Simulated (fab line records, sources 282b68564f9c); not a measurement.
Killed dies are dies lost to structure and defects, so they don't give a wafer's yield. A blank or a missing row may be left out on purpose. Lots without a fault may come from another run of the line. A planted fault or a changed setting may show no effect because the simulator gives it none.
fab line records | flow rit_cmos
record lots=6 wafers=18 last_day=8
route steps=202 shown NLDD@105 PLDD@114 M1@202
lots that met no fault: from a run of the same line without faults
start_h: hours from the record's first day to the start of the lot's first wafer shown | wait_h: hours since the lot's step before | " the same as in the row above | L1.1+2: a row that stands for several wafers | - no value, or no start given | * or withheld: withheld | < > ~ a bound
route shown NAME@n: a module of which the file shows steps, and the number in the route of the first | usual: mean/standard deviation of fault-free wafers | same: alike in all rows | chamber/n: place in a boat | sites: the reading at each site | _std_site: their standard deviation | _edge_site: outer sites' mean less inner sites' | radius_mm: how far each site lies from the wafer's centre | mask NAME#n: copy n | behind: the tool/chamber that last shaped the wafer | hold: why the lot was held/for how many hours/how that ended | device: the transistor (n, p or np) that didn't switch | end of line: the same wafers' tests at the end of the route | a step without rows: its recipe alone | killed: dies lost to structure and defects at the first sort, not the wafer's yield | map: a wafer's dies, x killed, . not, _ none there
set.NAME: the setting as run; set.NAME@STEP: as run at that earlier step | model.NAME: the simulator's own value behind a step, which no gauge read
lots at some steps of the route; a table a step, a row a wafer
services: from which hour (start_h, from the record's first day; less than 0 if before it) a tool's chamber was out of use, for how many hours, and why
## steps
# step RIT_NLDD_SOFTBAKE_02
# recipe resist=NOVOLAK temp_c=90 time_s=60
# step RIT_NLDD_EXPOSE_03
# recipe mask_id=M7 na=0.57 target_cd_nm=40700 dose_mj=250
# step RIT_NLDD_PEB_04
# recipe resist=NOVOLAK temp_c=withheld time_s=withheld
# step RIT_NLDD_DEVELOP_05
# recipe resist=NOVOLAK develop_time_s=50 dev_temp_c=23
# step RIT_NLDD_OVL_MEAS_06
# usual NLDD_OVL=1.0/1.1
# columns lot.wafer tool chamber start_h wait_h NLDD_OVL[nm]
L488.3 overlay-02 - 90.21 - 1.0
L488.4 " - " " 0.1
L488.5 " - " " 1.2
L491.1 overlay-02 - 104.55 - -0.6
L491.2 " - " " -0.5
L491.6 " - " " 0.4
L495.1 overlay-01 - 128.01 - 1.6
L495.3 " - " " -0.7
L495.6 " - " " 1.3
L497.1 overlay-01 - 149.63 - 1.0
L497.4 " - " " 2.6
L497.6 " - " " 2.5
L500.2 overlay-02 - 164.78 - 0.9
L500.4 " - " " 0.4
L500.6 " - " " 0.7
L502.2 overlay-02 - 177.11 - 1.6
L502.5 " - " " 1.3
L502.6 " - " " 0.4
# step RIT_NLDD_HARDBAKE_07
# recipe resist=NOVOLAK temp_c=140 time_s=60
# step RIT_NLDD_IMPLANT_08
# recipe species=P energy_kev=20 dose_cm2=5e+14 tilt_deg=7
# step RIT_NLDD_STRIP_09
# recipe chemistry=O2 time_s=180 resist=NOVOLAK platen_temp_c=withheld power_w=500 pressure_mtorr=4000 o2_flow_sccm=4000
# usual drypump_motor_current_A=5.8/0.52
# columns lot.wafer tool chamber start_h wait_h drypump_motor_current_A rf_hours_counter_h
L488.3 plasma_asher-02 0 90.59 0.1 6.6 -
L488.4 " 1 " " 5.5 -
L488.5 " 1 " " 5.5 -
L491.1 plasma_asher-03 0 104.88 0.1 6.2 32
L491.2 " 1 " " 5.0 32
L491.6 " 1 " " 5.0 -
L495.1 plasma_asher-04 0 128.34 0.1 5.4 48
L495.3 " 0 " " 5.4 -
L495.6 " 1 " " 6.1 -
L497.1 plasma_asher-04 0 150.08 0.1 5.4 49
L497.4 " 0 " " 5.4 -
L497.6 " 1 " " 6.1 -
L500.2 plasma_asher-02 1 165.11 0.1 5.5 52
L500.4 " 0 " " 6.6 -
L500.6 " 1 " " 5.5 -
L502.2 plasma_asher-04 0 177.44 0.1 5.4 52
L502.5 " 1 " " 6.1 -
L502.6 " 0 " " 5.4 -
# step RIT_NLDD_TW_MEAS_10
# usual NLDD_TW=2497/15
# columns lot.wafer tool chamber start_h wait_h NLDD_TW
L488.3 film_metro-02 - 90.73 0.1 2497
L488.4 " - " " 2494
L488.5 " - " " 2493
L491.1 film_metro-02 - 105.06 0.1 2509
L491.2 " - " " 2505
L491.6 " - " " 2515
L495.1 film_metro-01 - 128.52 0.1 2486
L495.3 " - " " 2495
L495.6 " - " " 2499
L497.1 film_metro-02 - 150.25 0.1 2497
L497.4 " - " " 2491
L497.6 " - " " 2510
L500.2 film_metro-01 - 165.30 0.1 2482
L500.4 " - " " 2492
L500.6 " - " " 2488
L502.2 film_metro-01 - 177.63 0.1 2494
L502.5 " - " " 2463
L502.6 " - " " 2489
# step RIT_PLDD_HMDS_00
# recipe prime_time_s=60 prime_temp_c=140
# step RIT_PLDD_COAT_01
# recipe resist=NOVOLAK spin_rpm=3250 resist_thk_nm=1000
# step RIT_PLDD_SOFTBAKE_02
# recipe resist=NOVOLAK temp_c=90 time_s=60
# step RIT_PLDD_EXPOSE_03
# recipe mask_id=M8 na=0.57 target_cd_nm=40900 dose_mj=250
# usual focus_offset_nm=0.0/0.63
# columns lot.wafer tool chamber start_h wait_h mask focus_offset_nm model.PLDD.overlay_x_nm
L488.3 iline_stepper-01 0 91.38 0.2 M8#0 0.4 0.4641
L488.4 " 0 " " M8#0 0.4 0.4641
L488.5 " 0 " " M8#0 -0.2 0.4641
L491.1 iline_stepper-02 0 105.57 0.1 M8#0 -0.5 0.726
L491.2 " 0 " " M8#0 -0.3 0.726
L491.6 " 0 " " M8#0 -0.4 0.726
L495.1 iline_stepper-01 0 129.15 0.2 M8#0 -0.2 5213
L495.3 " 0 " " M8#0 0.4 5213
L495.6 " 0 " " M8#0 0.5 5213
L497.1 iline_stepper-01 0 150.93 0.3 M8#0 -0.2 5215
L497.4 " 0 " " M8#0 0.2 5215
L497.6 " 0 " " M8#0 -0.3 5215
L500.2 iline_stepper-02 0 165.82 0.1 M8#0 -0.1 1.033
L500.4 " 0 " " M8#0 -0.1 1.033
L500.6 " 0 " " M8#0 0.2 1.033
L502.2 iline_stepper-02 0 178.27 0.2 M8#0 0.5 0.363
L502.5 " 0 " " M8#0 -0.3 0.363
L502.6 " 0 " " M8#0 0.2 0.363
# step RIT_PLDD_PEB_04
# recipe resist=NOVOLAK temp_c=withheld time_s=withheld
# step RIT_PLDD_DEVELOP_05
# recipe resist=NOVOLAK develop_time_s=50 dev_temp_c=23
# step RIT_PLDD_OVL_MEAS_06
# usual PLDD_OVL=0.1/1.6
# columns lot.wafer tool chamber start_h wait_h PLDD_OVL[nm]
L488.3 overlay-02 - 91.75 - 2.4
L488.4 " - " " 2.0
L488.5 " - " " 2.3
L491.1 overlay-01 - 105.97 - -1.1
L491.2 " - " " -0.3
L491.6 " - " " -1.2
L495.1 overlay-01 - 129.55 - -
L495.3 " - " " -
L495.6 " - " " -
L497.1 overlay-01 - 151.33 - -
L497.4 " - " " -
L497.6 " - " " -
L500.2 overlay-02 - 166.20 - 0.4
L500.4 " - " " 0.2
L500.6 " - " " -0.2
L502.2 overlay-01 - 178.72 - -2.4
L502.5 " - " " -0.5
L502.6 " - " " 1.8
# step RIT_PLDD_HARDBAKE_07
# recipe resist=NOVOLAK temp_c=140 time_s=60
# step RIT_M1_PROBE_99
# usual killed_at_contacts=0.1/0.24 killed_at_front_end=7/3.1 killed_dies=7/3.1 killed_on_rim=1.9/1.3 killed_open=3.3/1.9 killed_short=3.9/2.1
# same gross_dies=264 killed_at_M0_to_M3=0 killed_at_M4_up=0 killed_at_back_side=0 killed_at_other=0
# columns lot.wafer tool chamber start_h wait_h killed_at_contacts killed_at_front_end killed_dies killed_on_rim killed_open killed_short model.etest.pldd.width_nm model.etest.pldd.line_ohm_um model.etest.pmos_0p15.off_log10_a_um model.etest.nmos_narrow.off_log10_a_um model.etest.nmos_0p15.junction_log10_a_um model.etest.nmos_0p3.off_log10_a_um model.etest.gate_end_array.leak_log10_a_um model.etest.nmos_0p15.off_log10_a_um
L488.3 prober-01 - 105.88 0.2 0 9 9 0 4 5 3172 137.3 -9.801 -13.19 -13.69 -13.1 -12.84 -9.502
L488.4 prober-01 - 105.93 0.2 0 6 6 0 1 5 3178 137.2 -9.654 -13.18 -13.59 -13.04 -12.79 -9.43
L488.5 prober-01 - 105.98 0.2 0 12 12 6 6 6 3185 138.1 -9.698 -13.28 -13.6 -13.02 -12.83 -9.266
L491.1 prober-02 - 119.68 0.1 0 5 5 1 2 3 3188 173.9 -10.56 -13.23 -13.45 -13.1 -12.92 -10.31
L491.2 prober-02 - 119.73 0.1 0 4 4 2 2 2 3176 177 -10.63 -13.4 -13.51 -13.16 -12.91 -10.37
L491.6 prober-02 - 119.93 0.2 0 3 3 2 1 2 3200 179.6 -10.86 -13.14 -13.6 -13.15 -12.99 -10.54
L495.1 prober-01 - 143.71 0.1 0 264 264 70 5 2 2168 200.7 -13.82 -5.254 -5.33 -5.43 -5.43 -5.328
L495.3 prober-01 - 143.81 0.2 0 264 264 70 3 4 2174 206.5 -13.86 -12.71 -12.55 -12.63 -12.63 -12.42
L495.6 prober-01 - 143.96 0.2 0 264 264 70 5 4 2166 198.5 -13.9 -12.94 -12.64 -12.71 -12.71 -12.47
L497.1 prober-01 - 166.80 0.1 0 264 264 70 8 4 2175 199.8 -13.76 -5.69 - - - -
L497.4 prober-01 - 166.95 0.2 1 263 264 70 2 3 2184 205.4 -13.86 -12.64 -12.85 -12.34 -12.34 -12.92
L497.6 prober-01 - 167.05 0.2 0 264 264 70 5 3 2175 207.9 -13.84 -12.14 -12.49 -12.28 -12.28 -12.44
L500.2 prober-01 - 180.46 0.1 0 6 6 2 2 4 3184 177.1 -10.14 -13.31 -13.52 -13.05 -12.88 -9.604
L500.4 prober-01 - 180.56 0.2 0 12 12 3 4 8 3165 168.9 -10.25 -13.15 -13.58 -12.96 -12.88 -9.501
L500.6 prober-01 - 180.66 0.2 0 3 3 1 1 2 3167 170.9 -10.27 -13.35 -13.57 -13.11 -12.96 -9.806
L502.2 prober-02 - 194.35 0.1 0 13 13 0 5 8 3203 155.3 -10.42 -13.38 -13.73 -13.12 -12.96 -9.764
L502.5 prober-02 - 194.50 0.2 0 8 8 2 2 6 3197 154.6 -10.04 -13.28 -13.45 -13.22 -13.02 -9.675
L502.6 prober-02 - 194.55 0.2 1 9 10 1 4 6 3193 152.1 -10.25 -13.32 -13.38 -13.12 -12.93 -9.77
# killed by level:class
L488.3 GATE:geometric_particle:open=2 GATE:geometric_particle:short=2 FOX2:geometric_particle:short=1 REOX:geometric_particle:short=1 SPACER:geometric_particle:open=1 SILICIDE:geometric_particle:open=1 SILICIDE:geometric_particle:short=1
L488.4 REOX:geometric_particle:short=3 GATE:geometric_particle:short=2 SILICIDE:geometric_particle:open=1
L488.5 GATE:geometric_particle:open=5 GATE:geometric_particle:short=2 REOX:geometric_particle:short=2 FOX2:geometric_particle:short=1 SPACER:geometric_particle:open=1 SILICIDE:geometric_particle:short=1
L491.1 FOX1:geometric_particle:short=1 FOX2:geometric_particle:open=1 GATE:geometric_particle:short=1 REOX:geometric_particle:open=1 SPACER:geometric_particle:short=1
L491.2 GATE:geometric_particle:short=1 REOX:geometric_particle:open=1 REOX:geometric_particle:short=1 SILICIDE:geometric_particle:open=1
L491.6 REOX:geometric_particle:open=1 SPACER:geometric_particle:short=1 SILICIDE:geometric_particle:short=1
L495.1 PLDD:overlay=257 REOX:geometric_particle:open=3 GATE:geometric_particle:open=2 GATE:geometric_particle:short=1 SPACER:geometric_particle:short=1
L495.3 PLDD:overlay=257 SPACER:geometric_particle:short=2 FOX1:geometric_particle:open=1 GATE:geometric_particle:short=1 GATE:geometric_particle:open=1 REOX:geometric_particle:open=1 SILICIDE:geometric_particle:short=1
L495.6 PLDD:overlay=255 GATE:geometric_particle:open=2 REOX:geometric_particle:open=2 REOX:geometric_particle:short=2 FOX1:geometric_particle:short=1 FOX2:geometric_particle:open=1 SPACER:geometric_particle:short=1
L497.1 PLDD:overlay=252 GATE:geometric_particle:open=4 REOX:geometric_particle:short=3 REOX:geometric_particle:open=2 ACTIVE:geometric_particle:short=1 FOX1:geometric_particle:open=1 SILICIDE:geometric_particle:open=1
L497.4 PLDD:overlay=259 SILICIDE:geometric_particle:short=2 FOX1:geometric_particle:open=1 SPACER:geometric_particle:short=1 CONTACT:geometric_particle:open=1
L497.6 PLDD:overlay=256 FOX1:geometric_particle:short=2 REOX:geometric_particle:open=2 FOX1:geometric_particle:open=1 GATE:geometric_particle:open=1 SPACER:geometric_particle:open=1 SPACER:geometric_particle:short=1
L500.2 SPACER:geometric_particle:short=3 FOX1:geometric_particle:short=1 GATE:geometric_particle:open=1 SPACER:geometric_particle:open=1
L500.4 GATE:geometric_particle:open=3 GATE:geometric_particle:short=3 SPACER:geometric_particle:short=3 FOX1:geometric_particle:open=1 REOX:geometric_particle:short=1 SILICIDE:geometric_particle:short=1
L500.6 GATE:geometric_particle:short=1 SILICIDE:geometric_particle:short=1 SILICIDE:geometric_particle:open=1
L502.2 GATE:geometric_particle:short=3 REOX:geometric_particle:short=2 SILICIDE:geometric_particle:open=2 SILICIDE:geometric_particle:short=2 FOX1:geometric_particle:open=1 FOX2:geometric_particle:open=1 FOX2:geometric_particle:short=1 GATE:geometric_particle:open=1
L502.5 GATE:geometric_particle:short=2 REOX:geometric_particle:short=2 SPACER:geometric_particle:short=2 SILICIDE:geometric_particle:open=1 REOX:geometric_particle:open=1
L502.6 REOX:geometric_particle:short=2 REOX:geometric_particle:open=2 SILICIDE:geometric_particle:short=2 GATE:geometric_particle:open=1 SPACER:geometric_particle:short=1 SPACER:geometric_particle:open=1 CONTACT:geometric_particle:short=1
# map L495.1 (x killed, . not)
________xxxxxxx_______
_____xxxxxxxxxxxxx____
____xxxxxxxxxxxxxxx___
___xxxxxxxxxxxxxxxxx__
__xxxxxxxxxxxxxxxxxxx_
__xxxxxxxxxxxxxxxxxxx_
_xxxxxxxxxxxxxxxxxxxxx
_xxxxxxxxxxxxxxxxxxxxx
_xxxxxxxxxxxxxxxxxxxxx
_xxxxxxxxxxxxxxxxxxxxx
__xxxxxxxxxxxxxxxxxxx_
__xxxxxxxxxxxxxxxxxxx_
___xxxxxxxxxxxxxxxxx__
____xxxxxxxxxxxxxxx___
_____xxxxxxxxxxxxx____
________xxxxxxx_______
# map L497.1 (x killed, . not)
________xxxxxxx_______
_____xxxxxxxxxxxxx____
____xxxxxxxxxxxxxxx___
___xxxxxxxxxxxxxxxxx__
__xxxxxxxxxxxxxxxxxxx_
__xxxxxxxxxxxxxxxxxxx_
_xxxxxxxxxxxxxxxxxxxxx
_xxxxxxxxxxxxxxxxxxxxx
_xxxxxxxxxxxxxxxxxxxxx
_xxxxxxxxxxxxxxxxxxxxx
__xxxxxxxxxxxxxxxxxxx_
__xxxxxxxxxxxxxxxxxxx_
___xxxxxxxxxxxxxxxxx__
____xxxxxxxxxxxxxxx___
_____xxxxxxxxxxxxx____
________xxxxxxx_______
## services
# columns tool chamber start_h hours kind
plasma_asher-02 - 92.16 14.6 pm
iline_stepper-01 - 111.55 2.7 repair
plasma_asher-03 - 112.93 2.7 repair
plasma_asher-04 - 116.94 2.9 repair
plasma_asher-04 - 167.00 0.6 repair
plasma_asher-02 - 168.22 6.6 repair
iline_stepper-02 - 168.83 1.7 pm
## key
first_sign step=RIT_PLDD_OVL_MEAS_06 reading=PLDD_OVL direction=missing
effect step=RIT_M1_PROBE_99 reading=killed_at_front_end direction=up sigmas=84 usual=7 struck=264
model_effect step=RIT_PLDD_EXPOSE_03 value=PLDD.overlay_x_nm without=-0.0182 struck=5214
model_effect step=RIT_M1_PROBE_99 value=etest.pldd.width_nm without=3174 struck=2174
more_kills_born_at RIT_PLDD_EXPOSE_03@iline_stepper-01=1536
met_at RIT_PLDD_EXPOSE_03
struck_wafers L495.1,L495.3,L495.6,L497.1,L497.4,L497.6
tester_left_out L495,L497
onset_between 91.38 129.15
fault kind=scanner_matching_overlay tool=iline_stepper-01 chamber=- onset_h=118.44 steps=RIT_PLDD_EXPOSE_03 offset=5213.9
# tester_left_out: of these lots the tester's yield and bins aren't shown, on N5 and GAA mostly nor the transistor test; their killed dies are dies lost to structure and defects alone, not to doping, threshold or leakage, so they don't give the yield
